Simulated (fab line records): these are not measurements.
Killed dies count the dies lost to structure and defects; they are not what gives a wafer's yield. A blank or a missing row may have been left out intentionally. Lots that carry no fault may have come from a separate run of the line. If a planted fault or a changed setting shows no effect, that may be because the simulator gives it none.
Split-lot study | flow berkeleyCmos170 | 23 wafers read from 5 lots, route of 331 steps

== ABOUT THE SPLIT ==
At UCB170_M2_SPUTTER_01 (material Al, target thk 900 nm, time 120 s), the setting powerW was moved away from the recipe's 6000 W on 9 of the 23 wafers read, by -8.7% to +6.7%. The other wafers ran this setting at the recipe's value.

== FROM THE SPLIT TO THE READING: what the file shows between them, 2 steps ==
- UCB170_M2_RS_MEAS_02: measures by four-point-probe
- UCB170_M2_THK_MEAS_03: measures by xrf

== THE READING ==
oesProductAu, in a.u., at UCB170_M2_METAL_ETCH_18 (etches Al in Cl2/BCl3, stops on SiO2, target depth 1170 nm, time 195 s). Typical for fault-free wafers on this fab line: 0.853 a.u., with standard deviation 0.013 a.u.

wafer  | tool, chamber at the split | powerW as run, W | against the recipe | oesProductAu, a.u. | against lot-mates on the recipe
L077.1 | pvdSputter-02, -           | 6000             | recipe             | 0.834              | -
L077.2 | pvdSputter-02, -           | 6403             | +6.7%              | 0.865              | +0.029
L077.3 | pvdSputter-02, -           | 6000             | recipe             | 0.838              | -
L077.5 | pvdSputter-02, -           | 6403             | +6.7%              | 0.867              | +0.031
L077.6 | pvdSputter-02, -           | 6403             | +6.7%              | 0.871              | +0.035
L078.1 | pvdSputter-03, -           | 6000             | recipe             | 0.858              | -
L078.4 | pvdSputter-03, -           | 6000             | recipe             | 0.847              | -
L078.5 | pvdSputter-03, -           | 6000             | recipe             | 0.859              | -
L082.1 | pvdSputter-03, -           | 6000             | recipe             | 0.851              | -
L082.2 | pvdSputter-03, -           | 6000             | recipe             | 0.857              | -
L082.3 | pvdSputter-03, -           | 6000             | recipe             | 0.873              | -
L082.5 | pvdSputter-03, -           | 6000             | recipe             | 0.865              | -
L082.6 | pvdSputter-03, -           | 6000             | recipe             | 0.852              | -
L081.1 | pvdSputter-03, -           | 6196             | +3.3%              | 0.870              | +0.031
L081.2 | pvdSputter-03, -           | 6196             | +3.3%              | 0.853              | +0.014
L081.3 | pvdSputter-03, -           | 6000             | recipe             | 0.843              | -
L081.4 | pvdSputter-03, -           | 6196             | +3.3%              | 0.864              | +0.025
L081.6 | pvdSputter-03, -           | 6000             | recipe             | 0.836              | -
L085.1 | pvdSputter-02, -           | 6000             | recipe             | 0.854              | -
L085.2 | pvdSputter-02, -           | 6000             | recipe             | 0.839              | -
L085.3 | pvdSputter-02, -           | 5476             | -8.7%              | 0.813              | -0.034
L085.4 | pvdSputter-02, -           | 5476             | -8.7%              | 0.807              | -0.039
L085.5 | pvdSputter-02, -           | 5476             | -8.7%              | 0.814              | -0.033

FIT RESULTS
A straight line over all 23 wafers: oesProductAu changes by +0.00377 a.u. for each +1% of powerW; r = +0.85; the points scatter about the line by 0.01 a.u.
The same after taking each lot's own level away (the mean of its wafers on the recipe; 23 wafers): +0.00448 a.u. for each +1%; r = +0.94; scatter 0.0068 a.u.
That fit puts the effect of the largest move of powerW on the reading at 0.039 a.u.
The lots' own levels span 0.8360 to 0.8596 a.u., that is 1.8 times the standard deviation above.
So the lot-to-lot level changes the slope: the two fits differ.
Check: for one of the wafers moved furthest among these (-8.7%), held out of the fit, the line's prediction against its lot-mates is -0.0386 a.u. It came out at -0.0335 a.u. against them.

== OTHER SPLITS APPLIED TO THESE WAFERS ==
Note: prior to the reading, these wafers also went through further splits. Each is held against what the fit with the lots' levels taken away leaves over:
other split on the same wafers     | wafers away from the commonest value | r with oesProductAu (lot level and that fit taken away)
UCB170_PSD_PEB_04 pebTempC         | 8                                    | -0.06
UCB170_SILICIDE_SPUTTER_01 timeS   | 8                                    | +0.12
UCB170_CONTACT_COAT_04 resistThkNm | 11                                   | -0.04
UCB170_M1_EXPOSE_06 doseMj         | 8                                    | -0.28
UCB170_M1_METAL_ETCH_12 timeS      | 9                                    | +0.09

== THE WHOLE CHAIN: every reading that the file lists as answering this split, in the file's order ==
step                    | what it does                                                           | reading                                                                    | change (the file's fit)                   | r (the file's)
UCB170_M2_SPUTTER_01    | material Al, target thk 900 nm, time 120 s                             | Al_of_M2_SPUTTER_01.thkNm (the simulator's own value, which no gauge read) | +8.51 nm for each +1% of the setting      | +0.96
UCB170_M2_RS_MEAS_02    | measures by four-point-probe                                           | M2_AL_RS                                                                   | -0.000315 for each +1% of the setting     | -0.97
UCB170_M2_THK_MEAS_03   | measures by xrf                                                        | M2_AL_THK                                                                  | +8.57 for each +1% of the setting         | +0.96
UCB170_M2_METAL_ETCH_18 | etches Al in Cl2/BCl3, stops on SiO2, target depth 1170 nm, time 195 s | oesProductAu                                                               | +0.00454 a.u. for each +1% of the setting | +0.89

== FILE'S OWN FIT ==
oesProductAu changes by +0.00454 a.u. for each +1% of powerW, r = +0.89.
